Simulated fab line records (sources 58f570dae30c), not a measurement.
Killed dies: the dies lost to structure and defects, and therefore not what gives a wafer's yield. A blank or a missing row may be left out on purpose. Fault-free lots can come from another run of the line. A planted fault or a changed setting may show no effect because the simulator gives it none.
fab line records || flow berkeleyCmos170
record: {"lots": 5, "wafers": 15, "lastDay": 11}
route steps=331 shown GATE@129 M3@331
lots that met no fault: from a run of the same line without faults
startH: hours from the record's opening day to when the first of the lot's shown wafers began || waitH: hours elapsed since this lot's preceding step || " identical to the entry in the row above || L1.1+2: a single row standing in for several wafers || - no value present, or no start provided || * or withheld: withheld || < > ~ a bound
route shown NAME@n: names a module that has steps shown in the file, with the first one's number in the route || usual: average and standard deviation across the fault-free wafers || same: alike in all rows || chamber/n: place in a boat || sites: the reading at each site || _std_site: how widely they spread, as a standard deviation || _edge_site: mean of outer sites minus mean of inner sites || radiusMm: for every site, how far away it sits from the centre of the wafer || mask NAME#n: copy n || behind: tool/chamber where the wafer was last shaped || hold: cause of the lot's hold/its duration in hours/its outcome || device: names the non-switching transistor (n, p or np) || end of line: the same wafers' tests at the end of the route || where a step has no rows: the recipe by itself || killed: count of dies lost to structure and defects at first sort (not the wafer's yield) || map: dies across one wafer; x = killed, . = not, _ = none there
set.NAME: the run value of the setting; set.NAME@STEP: its run value at that earlier step || model.NAME: the simulator's own value behind a step, which no gauge read
a table for each step, a row for each wafer; lots at some steps of the route
services: from which hour (startH, from the record's first day; less than 0 if before it) a tool's chamber was out of use, for how many hours, and why
== steps ==
step: UCB170_GATE_ANNEAL_03
recipe: {"tempC": 900, "timeS": 1800, "ambient": "N2"}
step: UCB170_GATE_CVD_04
recipe: {"material": "poly-Si", "tempC": 610, "precursor": "SiH4", "timeS": 1440, "pressureMtorr": 375, "targetThkNm": 214, "sih4FlowSccm": 120}
step: UCB170_GATE_THK_MEAS_05
recipe: {"reads": "poly-Si_of_GATE_CVD_04"}
usual: {"GATE_POLY_THK": "212.7/2.6"}
{"lot.wafer": "L480.1", "tool": "filmMetro-04", "chamber": "-", "startH": 160.46, "waitH": 0.0, "GATE_POLY_THK[nm]": 209.7}
{"lot.wafer": "L480.3", "tool": "filmMetro-04", "chamber": "-", "startH": 160.46, "waitH": 0.0, "GATE_POLY_THK[nm]": 210.5}
{"lot.wafer": "L480.4", "tool": "filmMetro-04", "chamber": "-", "startH": 160.46, "waitH": 0.0, "GATE_POLY_THK[nm]": 209.0}
{"lot.wafer": "L483.2", "tool": "filmMetro-01", "chamber": "-", "startH": 176.95, "waitH": 0.0, "GATE_POLY_THK[nm]": 211.2}
{"lot.wafer": "L483.3", "tool": "filmMetro-01", "chamber": "-", "startH": 176.95, "waitH": 0.0, "GATE_POLY_THK[nm]": 213.0}
{"lot.wafer": "L483.4", "tool": "filmMetro-01", "chamber": "-", "startH": 176.95, "waitH": 0.0, "GATE_POLY_THK[nm]": 210.3}
{"lot.wafer": "L485.1", "tool": "filmMetro-01", "chamber": "-", "startH": 195.85, "waitH": 0.0, "GATE_POLY_THK[nm]": 219.1}
{"lot.wafer": "L485.5", "tool": "filmMetro-01", "chamber": "-", "startH": 195.85, "waitH": 0.0, "GATE_POLY_THK[nm]": 217.7}
{"lot.wafer": "L485.6", "tool": "filmMetro-01", "chamber": "-", "startH": 195.85, "waitH": 0.0, "GATE_POLY_THK[nm]": 216.8}
{"lot.wafer": "L491.2", "tool": "filmMetro-03", "chamber": "-", "startH": 209.98, "waitH": 0.0, "GATE_POLY_THK[nm]": 211.9}
{"lot.wafer": "L491.4", "tool": "filmMetro-03", "chamber": "-", "startH": 209.98, "waitH": 0.0, "GATE_POLY_THK[nm]": 211.4}
{"lot.wafer": "L491.5", "tool": "filmMetro-03", "chamber": "-", "startH": 209.98, "waitH": 0.0, "GATE_POLY_THK[nm]": 212.7}
{"lot.wafer": "L492.1", "tool": "filmMetro-03", "chamber": "-", "startH": 228.31, "waitH": 0.0, "GATE_POLY_THK[nm]": 213.4}
{"lot.wafer": "L492.3", "tool": "filmMetro-03", "chamber": "-", "startH": 228.31, "waitH": 0.0, "GATE_POLY_THK[nm]": 212.4}
{"lot.wafer": "L492.6", "tool": "filmMetro-03", "chamber": "-", "startH": 228.31, "waitH": 0.0, "GATE_POLY_THK[nm]": 212.8}
step: UCB170_GATE_COAT_06
recipe: {"resist": "BARC", "tempC": "withheld", "timeS": "withheld", "spinRpm": 3000, "resistThkNm": "withheld"}
step: UCB170_GATE_COAT_07
recipe: {"resist": "KrF", "spinRpm": 1500, "resistThkNm": 900}
step: UCB170_GATE_SOFTBAKE_08
recipe: {"resist": "KrF", "tempC": 130, "timeS": 60}
step: UCB170_GATE_EXPOSE_09
recipe: {"maskId": "POLY", "targetCdNm": 350, "na": 0.5, "sigmaOuter": 0.6, "sourceShape": "conventional", "doseMj": 21}
step: UCB170_GATE_PEB_10
recipe: {"pebTempC": 130, "pebTimeS": "withheld", "resist": "KrF"}
step: UCB170_GATE_DEVELOP_11
recipe: {"developer": "TMAH", "developTimeS": 45, "resist": "KrF", "devTempC": 21}
step: UCB170_GATE_CD_MEAS_12
recipe: {"targetCdNm": 350}
usual: {"cdNm": "349.7/1.4"}
{"lot.wafer": "L480.1", "tool": "cdSem-02", "chamber": "-", "startH": 162.46, "waitH": "-", "cdNm": 350.3}
{"lot.wafer": "L480.3", "tool": "cdSem-02", "chamber": "-", "startH": 162.46, "waitH": "-", "cdNm": 350.8}
{"lot.wafer": "L480.4", "tool": "cdSem-02", "chamber": "-", "startH": 162.46, "waitH": "-", "cdNm": 350.4}
{"lot.wafer": "L483.2", "tool": "cdSem-01", "chamber": "-", "startH": 178.16, "waitH": "-", "cdNm": 351.0}
{"lot.wafer": "L483.3", "tool": "cdSem-01", "chamber": "-", "startH": 178.16, "waitH": "-", "cdNm": 350.8}
{"lot.wafer": "L483.4", "tool": "cdSem-01", "chamber": "-", "startH": 178.16, "waitH": "-", "cdNm": 350.4}
{"lot.wafer": "L485.1", "tool": "cdSem-01", "chamber": "-", "startH": 197.96, "waitH": "-", "cdNm": 348.1}
{"lot.wafer": "L485.5", "tool": "cdSem-01", "chamber": "-", "startH": 197.96, "waitH": "-", "cdNm": 347.9}
{"lot.wafer": "L485.6", "tool": "cdSem-01", "chamber": "-", "startH": 197.96, "waitH": "-", "cdNm": 348.4}
{"lot.wafer": "L491.2", "tool": "cdSem-01", "chamber": "-", "startH": 211.20, "waitH": "-", "cdNm": 349.4}
{"lot.wafer": "L491.4", "tool": "cdSem-01", "chamber": "-", "startH": 211.20, "waitH": "-", "cdNm": 349.5}
{"lot.wafer": "L491.5", "tool": "cdSem-01", "chamber": "-", "startH": 211.20, "waitH": "-", "cdNm": 350.8}
{"lot.wafer": "L492.1", "tool": "cdSem-01", "chamber": "-", "startH": 229.34, "waitH": "-", "cdNm": 349.5}
{"lot.wafer": "L492.3", "tool": "cdSem-01", "chamber": "-", "startH": 229.34, "waitH": "-", "cdNm": 348.3}
{"lot.wafer": "L492.6", "tool": "cdSem-01", "chamber": "-", "startH": 229.34, "waitH": "-", "cdNm": 348.3}
step: UCB170_GATE_OVL_MEAS_13
usual: {"GATE_OVL": "-2/5.7"}
{"lot.wafer": "L480.1", "tool": "overlay-02", "chamber": "-", "startH": 162.58, "waitH": 0.1, "GATE_OVL[nm]": -6}
{"lot.wafer": "L480.3", "tool": "overlay-02", "chamber": "-", "startH": 162.58, "waitH": 0.1, "GATE_OVL[nm]": -6}
{"lot.wafer": "L480.4", "tool": "overlay-02", "chamber": "-", "startH": 162.58, "waitH": 0.1, "GATE_OVL[nm]": -3}
{"lot.wafer": "L483.2", "tool": "overlay-02", "chamber": "-", "startH": 178.26, "waitH": 0.1, "GATE_OVL[nm]": 6}
{"lot.wafer": "L483.3", "tool": "overlay-02", "chamber": "-", "startH": 178.26, "waitH": 0.1, "GATE_OVL[nm]": -8}
{"lot.wafer": "L483.4", "tool": "overlay-02", "chamber": "-", "startH": 178.26, "waitH": 0.1, "GATE_OVL[nm]": 6}
{"lot.wafer": "L485.1", "tool": "overlay-01", "chamber": "-", "startH": 198.08, "waitH": 0.1, "GATE_OVL[nm]": 0}
{"lot.wafer": "L485.5", "tool": "overlay-01", "chamber": "-", "startH": 198.08, "waitH": 0.1, "GATE_OVL[nm]": -2}
{"lot.wafer": "L485.6", "tool": "overlay-01", "chamber": "-", "startH": 198.08, "waitH": 0.1, "GATE_OVL[nm]": -8}
{"lot.wafer": "L491.2", "tool": "overlay-01", "chamber": "-", "startH": 211.30, "waitH": 0.1, "GATE_OVL[nm]": -5}
{"lot.wafer": "L491.4", "tool": "overlay-01", "chamber": "-", "startH": 211.30, "waitH": 0.1, "GATE_OVL[nm]": 0}
{"lot.wafer": "L491.5", "tool": "overlay-01", "chamber": "-", "startH": 211.30, "waitH": 0.1, "GATE_OVL[nm]": 10}
{"lot.wafer": "L492.1", "tool": "overlay-02", "chamber": "-", "startH": 229.46, "waitH": 0.1, "GATE_OVL[nm]": -3}
{"lot.wafer": "L492.3", "tool": "overlay-02", "chamber": "-", "startH": 229.46, "waitH": 0.1, "GATE_OVL[nm]": -8}
{"lot.wafer": "L492.6", "tool": "overlay-02", "chamber": "-", "startH": 229.46, "waitH": 0.1, "GATE_OVL[nm]": -11}
step: UCB170_GATE_ETCH_14
recipe: {"chemistry": "N2/H2", "targetDepthA": "withheld", "overetchA": "withheld", "target": "BARC", "timeS": "withheld", "sourceW": 500, "biasW": 100, "pressureMtorr": 30, "n2FlowSccm": 100, "h2FlowSccm": 200}
usual: {"drypumpMotorCurrentA": "5.5/0.43", "oesProductAu": "0.995/0.014", "throttleValvePct": "13.30/0.18"}
{"lot.wafer": "L480.1", "tool": "rieDiel-01", "chamber": 1, "startH": 162.61, "waitH": 0.0, "drypumpMotorCurrentA": 5.2, "oesProductAu": 0.996, "throttleValvePct": 13.17}
{"lot.wafer": "L480.3", "tool": "rieDiel-01", "chamber": 0, "startH": 162.61, "waitH": 0.0, "drypumpMotorCurrentA": 6.2, "oesProductAu": 1.008, "throttleValvePct": 13.12}
{"lot.wafer": "L480.4", "tool": "rieDiel-01", "chamber": 3, "startH": 162.61, "waitH": 0.0, "drypumpMotorCurrentA": 6.2, "oesProductAu": 1.014, "throttleValvePct": 13.32}
{"lot.wafer": "L483.2", "tool": "rieDiel-03", "chamber": 2, "startH": 178.29, "waitH": 0.0, "drypumpMotorCurrentA": 5.7, "oesProductAu": 0.976, "throttleValvePct": 13.30}
{"lot.wafer": "L483.3", "tool": "rieDiel-03", "chamber": 0, "startH": 178.29, "waitH": 0.0, "drypumpMotorCurrentA": 6.2, "oesProductAu": 1.020, "throttleValvePct": 13.01}
{"lot.wafer": "L483.4", "tool": "rieDiel-03", "chamber": 0, "startH": 178.29, "waitH": 0.0, "drypumpMotorCurrentA": 6.2, "oesProductAu": 1.007, "throttleValvePct": 13.00}
{"lot.wafer": "L485.1", "tool": "rieDiel-03", "chamber": 1, "startH": 198.12, "waitH": 0.0, "drypumpMotorCurrentA": 5.7, "oesProductAu": 0.989, "throttleValvePct": 13.45}
{"lot.wafer": "L485.5", "tool": "rieDiel-03", "chamber": 2, "startH": 198.12, "waitH": 0.0, "drypumpMotorCurrentA": 5.7, "oesProductAu": 0.992, "throttleValvePct": 13.29}
{"lot.wafer": "L485.6", "tool": "rieDiel-03", "chamber": 3, "startH": 198.12, "waitH": 0.0, "drypumpMotorCurrentA": 5.7, "oesProductAu": 0.981, "throttleValvePct": 13.27}
{"lot.wafer": "L491.2", "tool": "rieDiel-03", "chamber": 3, "startH": 211.33, "waitH": 0.0, "drypumpMotorCurrentA": 5.8, "oesProductAu": 0.981, "throttleValvePct": 13.26}
{"lot.wafer": "L491.4", "tool": "rieDiel-03", "chamber": 0, "startH": 211.33, "waitH": 0.0, "drypumpMotorCurrentA": 6.2, "oesProductAu": 0.996, "throttleValvePct": 13.02}
{"lot.wafer": "L491.5", "tool": "rieDiel-03", "chamber": 1, "startH": 211.33, "waitH": 0.0, "drypumpMotorCurrentA": 5.7, "oesProductAu": 0.987, "throttleValvePct": 13.46}
{"lot.wafer": "L492.1", "tool": "rieDiel-03", "chamber": 0, "startH": 229.50, "waitH": 0.0, "drypumpMotorCurrentA": 6.2, "oesProductAu": 1.006, "throttleValvePct": 13.03}
{"lot.wafer": "L492.3", "tool": "rieDiel-03", "chamber": 1, "startH": 229.50, "waitH": 0.0, "drypumpMotorCurrentA": 5.8, "oesProductAu": 0.998, "throttleValvePct": 13.45}
{"lot.wafer": "L492.6", "tool": "rieDiel-03", "chamber": 1, "startH": 229.50, "waitH": 0.0, "drypumpMotorCurrentA": 5.8, "oesProductAu": 0.994, "throttleValvePct": 13.44}
step: UCB170_GATE_ETCH_15
recipe: {"chemistry": "HBr/Cl2", "target": "poly-Si", "stopOn": "SiO2", "overEtchFrac": 0.3, "icpW": 300, "biasW": 150, "timeS": 56.3, "pressureMtorr": 15, "HBr_flow_sccm": 150, "Cl2_flow_sccm": 50, "targetDepthA": 2782}
usual: {"drypumpMotorCurrentA": "5.6/0.36", "oesProductAu": "0.831/0.013", "throttleValvePct": "26.45/0.13"}
same: {"timeS": 56.3}
{"lot.wafer": "L480.1", "tool": "rieSi-01", "chamber": 1, "startH": 162.65, "waitH": "-", "drypumpMotorCurrentA": 6.1, "oesProductAu": 0.829, "rfHoursCounterH": 70, "throttleValvePct": 26.46, "model.KrF_of_GATE_COAT_07.thkNm": 780.9}
{"lot.wafer": "L480.3", "tool": "rieSi-01", "chamber": 0, "startH": 162.65, "waitH": "-", "drypumpMotorCurrentA": 5.4, "oesProductAu": 0.808, "rfHoursCounterH": 1, "throttleValvePct": 26.32, "model.KrF_of_GATE_COAT_07.thkNm": 783.8}
{"lot.wafer": "L480.4", "tool": "rieSi-01", "chamber": 2, "startH": 162.65, "waitH": "-", "drypumpMotorCurrentA": 5.8, "oesProductAu": 0.828, "rfHoursCounterH": 71, "throttleValvePct": 26.40, "model.KrF_of_GATE_COAT_07.thkNm": 779.9}
{"lot.wafer": "L483.2", "tool": "rieSi-01", "chamber": 2, "startH": 178.33, "waitH": "-", "drypumpMotorCurrentA": 5.9, "oesProductAu": 0.829, "rfHoursCounterH": 71, "throttleValvePct": 26.39, "model.KrF_of_GATE_COAT_07.thkNm": 776.2}
{"lot.wafer": "L483.3", "tool": "rieSi-01", "chamber": 0, "startH": 178.33, "waitH": "-", "drypumpMotorCurrentA": 5.4, "oesProductAu": 0.813, "rfHoursCounterH": 1, "throttleValvePct": 26.32, "model.KrF_of_GATE_COAT_07.thkNm": 779.4}
{"lot.wafer": "L483.4", "tool": "rieSi-01", "chamber": 1, "startH": 178.33, "waitH": "-", "drypumpMotorCurrentA": 6.1, "oesProductAu": 0.831, "rfHoursCounterH": 70, "throttleValvePct": 26.46, "model.KrF_of_GATE_COAT_07.thkNm": 777.3}
{"lot.wafer": "L485.1", "tool": "rieSi-01", "chamber": 2, "startH": 198.16, "waitH": "-", "drypumpMotorCurrentA": 5.8, "oesProductAu": 0.857, "rfHoursCounterH": 71, "throttleValvePct": 26.40, "model.KrF_of_GATE_COAT_07.thkNm": 792.5}
{"lot.wafer": "L485.5", "tool": "rieSi-01", "chamber": 2, "startH": 198.16, "waitH": "-", "drypumpMotorCurrentA": 5.8, "oesProductAu": 0.852, "rfHoursCounterH": "-", "throttleValvePct": 26.38, "model.KrF_of_GATE_COAT_07.thkNm": 793.4}
{"lot.wafer": "L485.6", "tool": "rieSi-01", "chamber": 3, "startH": 198.16, "waitH": "-", "drypumpMotorCurrentA": 5.2, "oesProductAu": 0.830, "rfHoursCounterH": "-", "throttleValvePct": 26.48, "model.KrF_of_GATE_COAT_07.thkNm": 772.7}
{"lot.wafer": "L491.2", "tool": "rieSi-02", "chamber": 3, "startH": 211.37, "waitH": "-", "drypumpMotorCurrentA": 5.3, "oesProductAu": 0.840, "rfHoursCounterH": 100, "throttleValvePct": 26.73, "model.KrF_of_GATE_COAT_07.thkNm": 771.6}
{"lot.wafer": "L491.4", "tool": "rieSi-02", "chamber": 1, "startH": 211.37, "waitH": "-", "drypumpMotorCurrentA": 6.2, "oesProductAu": 0.819, "rfHoursCounterH": 56, "throttleValvePct": 26.39, "model.KrF_of_GATE_COAT_07.thkNm": 772}
{"lot.wafer": "L491.5", "tool": "rieSi-02", "chamber": 1, "startH": 211.37, "waitH": "-", "drypumpMotorCurrentA": 6.2, "oesProductAu": 0.830, "rfHoursCounterH": "-", "throttleValvePct": 26.39, "model.KrF_of_GATE_COAT_07.thkNm": 775.1}
{"lot.wafer": "L492.1", "tool": "rieSi-02", "chamber": 2, "startH": 229.54, "waitH": "-", "drypumpMotorCurrentA": 5.4, "oesProductAu": 0.813, "rfHoursCounterH": 0, "throttleValvePct": 26.63, "model.KrF_of_GATE_COAT_07.thkNm": 773}
{"lot.wafer": "L492.3", "tool": "rieSi-02", "chamber": 1, "startH": 229.54, "waitH": "-", "drypumpMotorCurrentA": 6.2, "oesProductAu": 0.823, "rfHoursCounterH": 56, "throttleValvePct": 26.36, "model.KrF_of_GATE_COAT_07.thkNm": 773.3}
{"lot.wafer": "L492.6", "tool": "rieSi-02", "chamber": 3, "startH": 229.54, "waitH": "-", "drypumpMotorCurrentA": 5.3, "oesProductAu": 0.847, "rfHoursCounterH": "-", "throttleValvePct": 26.75, "model.KrF_of_GATE_COAT_07.thkNm": 773.9}
step: UCB170_GATE_STRIP_16
recipe: {"chemistry": "O2", "powerW": 400, "pressureMtorr": 3500, "platenTempC": "withheld", "o2FlowSccm": 400, "overashFraction": 0.5}
usual: {"drypumpMotorCurrentA": "5.4/0.37", "o2FlowSccm": "399.9/1.1", "oesProductAu": "0.723/0.0045"}
{"lot.wafer": "L480.1", "tool": "plasmaAsher-01", "chamber": 1, "startH": 162.70, "waitH": 0.0, "drypumpMotorCurrentA": 5.7, "o2FlowSccm": 398.8, "oesProductAu": 0.733, "rfHoursCounterH": 43}
{"lot.wafer": "L480.3", "tool": "plasmaAsher-01", "chamber": 1, "startH": 162.70, "waitH": 0.0, "drypumpMotorCurrentA": 5.7, "o2FlowSccm": 401.1, "oesProductAu": 0.725, "rfHoursCounterH": "-"}
{"lot.wafer": "L480.4", "tool": "plasmaAsher-01", "chamber": 0, "startH": 162.70, "waitH": 0.0, "drypumpMotorCurrentA": 5.0, "o2FlowSccm": 399.2, "oesProductAu": 0.721, "rfHoursCounterH": "-"}
{"lot.wafer": "L483.2", "tool": "plasmaAsher-02", "chamber": 0, "startH": 178.38, "waitH": 0.0, "drypumpMotorCurrentA": 5.3, "o2FlowSccm": 399.0, "oesProductAu": 0.728, "rfHoursCounterH": 39}
{"lot.wafer": "L483.3", "tool": "plasmaAsher-02", "chamber": 0, "startH": 178.38, "waitH": 0.0, "drypumpMotorCurrentA": 5.3, "o2FlowSccm": 401.1, "oesProductAu": 0.725, "rfHoursCounterH": "-"}
{"lot.wafer": "L483.4", "tool": "plasmaAsher-02", "chamber": 1, "startH": 178.38, "waitH": 0.0, "drypumpMotorCurrentA": 5.7, "o2FlowSccm": 399.4, "oesProductAu": 0.727, "rfHoursCounterH": "-"}
{"lot.wafer": "L485.1", "tool": "plasmaAsher-01", "chamber": 1, "startH": 198.21, "waitH": 0.0, "drypumpMotorCurrentA": 5.7, "o2FlowSccm": 399.0, "oesProductAu": 0.721, "rfHoursCounterH": 47}
{"lot.wafer": "L485.5", "tool": "plasmaAsher-01", "chamber": 1, "startH": 198.21, "waitH": 0.0, "drypumpMotorCurrentA": 5.7, "o2FlowSccm": 400.2, "oesProductAu": 0.714, "rfHoursCounterH": "-"}
{"lot.wafer": "L485.6", "tool": "plasmaAsher-01", "chamber": 0, "startH": 198.21, "waitH": 0.0, "drypumpMotorCurrentA": 5.0, "o2FlowSccm": 398.1, "oesProductAu": 0.715, "rfHoursCounterH": "-"}
{"lot.wafer": "L491.2", "tool": "plasmaAsher-02", "chamber": 0, "startH": 211.42, "waitH": 0.0, "drypumpMotorCurrentA": 5.3, "o2FlowSccm": 400.4, "oesProductAu": 0.720, "rfHoursCounterH": 43}
{"lot.wafer": "L491.4", "tool": "plasmaAsher-02", "chamber": 1, "startH": 211.42, "waitH": 0.0, "drypumpMotorCurrentA": 5.6, "o2FlowSccm": 400.8, "oesProductAu": 0.718, "rfHoursCounterH": "-"}
{"lot.wafer": "L491.5", "tool": "plasmaAsher-02", "chamber": 0, "startH": 211.42, "waitH": 0.0, "drypumpMotorCurrentA": 5.3, "o2FlowSccm": 398.9, "oesProductAu": 0.724, "rfHoursCounterH": "-"}
{"lot.wafer": "L492.1", "tool": "plasmaAsher-04", "chamber": 1, "startH": 229.59, "waitH": 0.0, "drypumpMotorCurrentA": 4.8, "o2FlowSccm": 400.8, "oesProductAu": 0.721, "rfHoursCounterH": 50}
{"lot.wafer": "L492.3", "tool": "plasmaAsher-04", "chamber": 0, "startH": 229.59, "waitH": 0.0, "drypumpMotorCurrentA": 6.0, "o2FlowSccm": 400.6, "oesProductAu": 0.719, "rfHoursCounterH": "-"}
{"lot.wafer": "L492.6", "tool": "plasmaAsher-04", "chamber": 1, "startH": 229.59, "waitH": 0.0, "drypumpMotorCurrentA": 4.8, "o2FlowSccm": 399.7, "oesProductAu": 0.717, "rfHoursCounterH": "-"}
step: UCB170_M3_PROBE_99
{"lot.wafer": "L480.1", "tool": "prober-02", "chamber": "-", "startH": 200.14, "waitH": 0.1, "model.etest.pldd.rsOhmSq": 1104, "model.etest.nldd.rsOhmSq": 781.5, "model.etest.polyCombOverSteps.overLimit": 0, "model.etest.antennaPoly.vtShiftV": -0.009172}
{"lot.wafer": "L480.3", "tool": "prober-02", "chamber": "-", "startH": 200.24, "waitH": 0.2, "model.etest.pldd.rsOhmSq": 1110, "model.etest.nldd.rsOhmSq": 775.6, "model.etest.polyCombOverSteps.overLimit": 0, "model.etest.antennaPoly.vtShiftV": -0.009176}
{"lot.wafer": "L480.4", "tool": "prober-02", "chamber": "-", "startH": 200.29, "waitH": 0.2, "model.etest.pldd.rsOhmSq": 1095, "model.etest.nldd.rsOhmSq": 777.3, "model.etest.polyCombOverSteps.overLimit": 0, "model.etest.antennaPoly.vtShiftV": -0.008548}
{"lot.wafer": "L483.2", "tool": "prober-02", "chamber": "-", "startH": 218.10, "waitH": 0.1, "model.etest.pldd.rsOhmSq": 1116, "model.etest.nldd.rsOhmSq": 753.5, "model.etest.polyCombOverSteps.overLimit": 0, "model.etest.antennaPoly.vtShiftV": -0.008637}
{"lot.wafer": "L483.3", "tool": "prober-02", "chamber": "-", "startH": 218.15, "waitH": 0.2, "model.etest.pldd.rsOhmSq": 1128, "model.etest.nldd.rsOhmSq": 761.1, "model.etest.polyCombOverSteps.overLimit": 0, "model.etest.antennaPoly.vtShiftV": -0.006841}
{"lot.wafer": "L483.4", "tool": "prober-02", "chamber": "-", "startH": 218.20, "waitH": 0.2, "model.etest.pldd.rsOhmSq": 1129, "model.etest.nldd.rsOhmSq": 758, "model.etest.polyCombOverSteps.overLimit": 0, "model.etest.antennaPoly.vtShiftV": -0.008138}
{"lot.wafer": "L485.1", "tool": "prober-02", "chamber": "-", "startH": 242.30, "waitH": 0.1, "model.etest.pldd.rsOhmSq": 1160, "model.etest.nldd.rsOhmSq": 796.5, "model.etest.polyCombOverSteps.overLimit": 1, "model.etest.antennaPoly.vtShiftV": -0.001992}
{"lot.wafer": "L485.5", "tool": "prober-02", "chamber": "-", "startH": 242.50, "waitH": 0.2, "model.etest.pldd.rsOhmSq": 1164, "model.etest.nldd.rsOhmSq": 795.8, "model.etest.polyCombOverSteps.overLimit": 1, "model.etest.antennaPoly.vtShiftV": -0.005662}
{"lot.wafer": "L485.6", "tool": "prober-02", "chamber": "-", "startH": 242.55, "waitH": 0.2, "model.etest.pldd.rsOhmSq": 1111, "model.etest.nldd.rsOhmSq": 780.1, "model.etest.polyCombOverSteps.overLimit": 0, "model.etest.antennaPoly.vtShiftV": -0.005214}
{"lot.wafer": "L491.2", "tool": "prober-02", "chamber": "-", "startH": 253.32, "waitH": 0.1, "model.etest.pldd.rsOhmSq": 1098, "model.etest.nldd.rsOhmSq": 760.7, "model.etest.polyCombOverSteps.overLimit": 0, "model.etest.antennaPoly.vtShiftV": -0.005405}
{"lot.wafer": "L491.4", "tool": "prober-02", "chamber": "-", "startH": 253.42, "waitH": 0.2, "model.etest.pldd.rsOhmSq": 1093, "model.etest.nldd.rsOhmSq": 760.1, "model.etest.polyCombOverSteps.overLimit": 0, "model.etest.antennaPoly.vtShiftV": -0.005505}
{"lot.wafer": "L491.5", "tool": "prober-02", "chamber": "-", "startH": 253.47, "waitH": 0.2, "model.etest.pldd.rsOhmSq": 1102, "model.etest.nldd.rsOhmSq": 761, "model.etest.polyCombOverSteps.overLimit": 0, "model.etest.antennaPoly.vtShiftV": -0.006273}
{"lot.wafer": "L492.1", "tool": "prober-02", "chamber": "-", "startH": 268.24, "waitH": 0.1, "model.etest.pldd.rsOhmSq": 1096, "model.etest.nldd.rsOhmSq": 771.8, "model.etest.polyCombOverSteps.overLimit": 0, "model.etest.antennaPoly.vtShiftV": -0.009513}
{"lot.wafer": "L492.3", "tool": "prober-02", "chamber": "-", "startH": 268.34, "waitH": 0.2, "model.etest.pldd.rsOhmSq": 1096, "model.etest.nldd.rsOhmSq": 776.4, "model.etest.polyCombOverSteps.overLimit": 0, "model.etest.antennaPoly.vtShiftV": -0.008327}
{"lot.wafer": "L492.6", "tool": "prober-02", "chamber": "-", "startH": 268.49, "waitH": 0.2, "model.etest.pldd.rsOhmSq": 1117, "model.etest.nldd.rsOhmSq": 772.8, "model.etest.polyCombOverSteps.overLimit": 0, "model.etest.antennaPoly.vtShiftV": -0.003932}
killed by level:class
L480.1 SILICIDE:geometricParticle:open=2 M3:geometricParticle:open=1
L480.3 WELLDRIVE:geometricParticle:short=2 SACOX:geometricParticle:short=2 GATE:geometricParticle:short=1 V1:geometricParticle:open=1 M2:geometricParticle:open=1 M3:geometricParticle:open=1
L480.4 SPACER:geometricParticle:short=1 M1:geometricParticle:short=1
L483.2 FIELD:geometricParticle:short=2
L483.3 NLDD:coatMicrobubblePrinted=2 START:geometricParticle:open=1 SACOX:geometricParticle:short=1 GATE:geometricParticle:short=1
L483.4 SCREENOX:geometricParticle:open=1 V2:geometricParticle:open=1
L491.2 SACOX:geometricParticle:short=1
L491.4 GATE:geometricParticle:short=2 WELLDRIVE:geometricParticle:open=1 GATE:geometricParticle:open=1 M1:geometricParticle:short=1 M2:geometricParticle:short=1
L491.5 V2:geometricParticle:open=2 GATE:geometricParticle:open=1
L492.1 FIELD:geometricParticle:open=1 GATE:geometricParticle:open=1 V1:geometricParticle:short=1 V2:geometricParticle:short=1
L492.3 SCREENOX:geometricParticle:open=1 GATE:geometricParticle:open=1 M3:geometricParticle:short=1
L492.6 SCREENOX:geometricParticle:short=1 SILICIDE:geometricParticle:open=1
== services ==
{"tool": "rieDiel-03", "chamber": 0, "startH": 141.22, "hours": "-", "kind": "clean"}
{"tool": "rieDiel-03", "chamber": 0, "startH": 141.22, "hours": 17.7, "kind": "scheduledDown"}
{"tool": "rieDiel-03", "chamber": 0, "startH": 141.22, "hours": 17.7, "kind": "ventCycle"}
{"tool": "rieSi-02", "chamber": 1, "startH": 159.32, "hours": 6.1, "kind": "repair"}
{"tool": "rieDiel-03", "chamber": 3, "startH": 167.16, "hours": 8.5, "kind": "repair"}
{"tool": "rieDiel-03", "chamber": 0, "startH": 167.63, "hours": 7.3, "kind": "repair"}
{"tool": "plasmaAsher-01", "chamber": "-", "startH": 172.74, "hours": 2.8, "kind": "pm"}
{"tool": "rieDiel-03", "chamber": 1, "startH": 177.26, "hours": 12.4, "kind": "repair"}
{"tool": "rieDiel-01", "chamber": 3, "startH": 199.35, "hours": 16.5, "kind": "repair"}
{"tool": "rieSi-01", "chamber": "-", "startH": 220.86, "hours": 0.2, "kind": "repair"}
{"tool": "rieDiel-01", "chamber": 1, "startH": 223.39, "hours": 7.0, "kind": "repair"}
== key ==
firstSign none at tools or gauges
modelEffect: {"step": "UCB170_GATE_ETCH_15", "value": "KrF_of_GATE_COAT_07.thkNm", "without": 769.4, "struck": 792.9}
modelEffect: {"step": "UCB170_M3_PROBE_99", "value": "etest.pldd.rsOhmSq", "without": 1110, "struck": 1162}
metAt UCB170_GATE_ETCH_15
struckWafers L485.1,L485.5
sortLeftOut L485.1,L485.5
testerLeftOut L485
onsetBetween 178.33 198.16
fault: {"kind": "processParameterDrift", "tool": "rieSi-01", "chamber": 2, "onsetH": 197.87, "steps": "UCB170_GATE_ETCH_15", "channel": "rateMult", "offset": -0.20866, "shape": "step", "endH": 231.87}
testerLeftOut: of these lots the tester's yield and bins aren't shown, on N5 and GAA mostly nor the transistor test; their killed dies are dies lost to structure and defects alone, not to doping, threshold or leakage, so they don't give the yield
sortLeftOut: the simulated sort isn't trusted on such a fault, so these wafers' sort isn't shown, and their yield isn't known
